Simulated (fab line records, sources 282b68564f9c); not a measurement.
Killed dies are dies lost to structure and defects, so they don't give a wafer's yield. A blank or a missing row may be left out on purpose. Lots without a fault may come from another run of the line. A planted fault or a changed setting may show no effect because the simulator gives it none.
A struck lot beside a sound one | flow rit_cmos | 15 steps out of a route of 202
Sound: wafers L848.2, L848.4, L848.6. Struck: wafers L859.1, L859.2, L859.5. The cause comes at the end.
At each step with rows: each side's tool, then ch and its chambers, then its first start. Under that, the readings that differ: sound wafers | struck wafers | difference of the means | sigmas: that difference in standard deviations of wafers without a fault.
alike: readings whose means differ by less than 2 such deviations, and words and numbers that are the same on both sides. not compared: withheld readings, readings that some wafer has no value for, bounds like >300 that may hide the same value, and numbers for which the record gives no deviation and whose values overlap.
The two part at a step that has a row with sigmas, a row that says differs or no value, or rows on one side only. Numbers that don't overlap but have no deviation are shown without sigmas and don't part them. A reading that every wafer of one side lacks parts them only if that side has two wafers or more.

RIT_GATE_THK_MEAS_07:
  sound on film_metro-03, day 3 01:39; struck on film_metro-01, day 5 09:38
  alike: GATE_OXIDE_THK
then, 1 step without rows for these wafers: RIT_GATE_CVD_08 (deposits poly-Si from SiH4, target thk 250 nm, time 2220 s).
RIT_GATE_THK_MEAS_09:
  sound on film_metro-01, day 3 03:20; struck on film_metro-01, day 5 11:19
  alike: GATE_POLY_THK
then, 6 steps without rows for these wafers: RIT_GATE_HMDS_10 (prime time 60 s); RIT_GATE_COAT_11 (resist thk 850 nm); RIT_GATE_SOFTBAKE_12 (time 60 s); RIT_GATE_EXPOSE_13 (exposes mask M6, target cd 150 nm); RIT_GATE_PEB_14; RIT_GATE_DEVELOP_15 (develop time 50 s).
RIT_GATE_CD_MEAS_16: target cd 150 nm.
  sound on cd_sem-02, day 3 04:38; struck on cd_sem-01, day 5 12:22
  alike: cd_nm
RIT_GATE_OVL_MEAS_17:
  sound on overlay-01, day 3 04:44; struck on overlay-02, day 5 12:29
  alike: GATE_OVL
then, 1 step without rows for these wafers: RIT_GATE_HARDBAKE_18 (time 60 s).
RIT_GATE_ETCH_19: etches poly-Si in SF6/CHF3/O2, stops on SiO2, time 165 s, target depth 312.5 nm.
  sound on rie_si-02 ch 0,1,3, day 3 04:55; struck on rie_si-01 ch 0,1, day 5 12:41
  reading                                   | sound             | struck                  | difference | sigmas
  oes_product_au (a.u.)                     | 0.831 0.833 0.860 | 0.754 0.755 0.764       | -0.084     | -8
  over_etch_frac                            | 0.25 0.25 0.25    | 0.47817 0.47817 0.47817 | +0.22817   |
  model.NOVOLAK_of_GATE_COAT_11.thk_nm (nm) | 669.2 675.5 669.6 | 650.2 655.3 651.8       | -19.0      |
  alike: drypump_motor_current_A, he_backside_leak_sccm, throttle_valve_pct
  not compared: rf_hours_counter_h
RIT_GATE_STRIP_20: strips in O2, time 180 s.
  sound on plasma_asher-02 ch 0,1, day 3 05:02; struck on plasma_asher-04 ch 0,1, day 5 12:47
  alike: drypump_motor_current_A, o2_flow_sccm
  not compared: rf_hours_counter_h
RIT_M1_PROBE_99:
  the record has rows for the sound wafers here (prober-01, day 4 01:32) and none for the struck ones

WHERE THEY PART
First at RIT_GATE_ETCH_19; last, within this record, at RIT_M1_PROBE_99.

WHY: what the simulator had put in
Process parameter drift: rie_si-01, from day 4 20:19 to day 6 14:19, at RIT_GATE_ETCH_19. Setting over_etch_frac, moved by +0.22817, from 0.25.
